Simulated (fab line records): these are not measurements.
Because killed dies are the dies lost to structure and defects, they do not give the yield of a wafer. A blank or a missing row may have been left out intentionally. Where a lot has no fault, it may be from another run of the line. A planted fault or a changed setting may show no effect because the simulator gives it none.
A struck lot beside a sound one + flow ritCmos + 14 steps out of a route of 202
Sound: these wafers, L940.1, L940.3, L940.6. Wafers struck: L930.2, L930.3, L930.5. Last of all comes the cause.
Order at every step that has rows: each side's tool, ch and its chambers, its first start. Under that, the readings that differ: sound wafers + struck wafers + difference of the means + sigmas: that difference in standard deviations of wafers without a fault.
alike: a reading whose means differ by less than 2 such deviations, as well as words and numbers matching on both sides. not compared: withheld readings; readings where some wafer has no value; bounds like >300 that might hide an equal value; numbers whose values overlap and for which the record gives no deviation.
A row with sigmas, a row that says differs or no value, or rows on one side alone: a step with any of these is where the two part. Numbers that have no deviation but don't overlap get no sigmas and don't part them. Lack of a reading on every wafer of one side parts them only where that side has two or more wafers.

first, 3 steps without rows for these wafers: RIT_NWELL_EXPOSE_03 (exposes mask M2, target cd 43900 nm); RIT_NWELL_PEB_04; RIT_NWELL_DEVELOP_05 (develop time 68 s).
RIT_NWELL_OVL_MEAS_06:
  struck on overlay-01, day 4 02:54; sound on overlay-02, day 6 00:45
  alike: NWELL_OVL
then, 2 steps without rows for these wafers: RIT_NWELL_HARDBAKE_07 (time 120 s); RIT_NWELL_IMPLANT_08.
RIT_NWELL_STRIP_09: strips in O2, time 180 s.
  sound on plasmaAsher-03 ch 0,1, day 6 01:11; struck on plasmaAsher-01 ch 0,1, day 4 03:20
  alike: chamberPressureMTorr, drypumpMotorCurrentA
  not compared: rfHoursCounterH
RIT_NWELL_TW_MEAS_10:
  struck on filmMetro-01, day 4 03:31; sound on filmMetro-01, day 6 01:22
  alike: NWELL_TW
then, 2 steps without rows for these wafers: RIT_PWELL_HMDS_00 (prime time 60 s); RIT_PWELL_COAT_01 (resist thk 1300 nm).
RIT_PWELL_SOFTBAKE_02: time 61.06 s.
  sound on lithoTrack-02 ch 0, day 6 01:43; struck on lithoTrack-02 ch 0, day 4 04:02
  alike: plateSensorTCentreC, plateSensorTEdgeC
then, 1 step without rows for these wafers: RIT_PWELL_EXPOSE_03 (exposes mask M3, target cd 43700 nm).
RIT_PWELL_PEB_04:
  sound on lithoTrack-03 ch 0, day 6 02:07; struck on lithoTrack-02, day 4 04:30
| reading        | sound          | struck | difference                    | sigmas |
|----------------|----------------|--------|-------------------------------|--------|
| exhaustPa (Pa) | 44.2 45.0 44.9 | - - -  | no value on the struck wafers |        |
  not compared: chillPlateTempC
then, 1 step without rows for these wafers: RIT_PWELL_DEVELOP_05 (develop time 68 s).

## WHERE THEY PART
At RIT_PWELL_PEB_04 and nowhere else, as far as this record goes.

WHY: the cause the simulator had injected
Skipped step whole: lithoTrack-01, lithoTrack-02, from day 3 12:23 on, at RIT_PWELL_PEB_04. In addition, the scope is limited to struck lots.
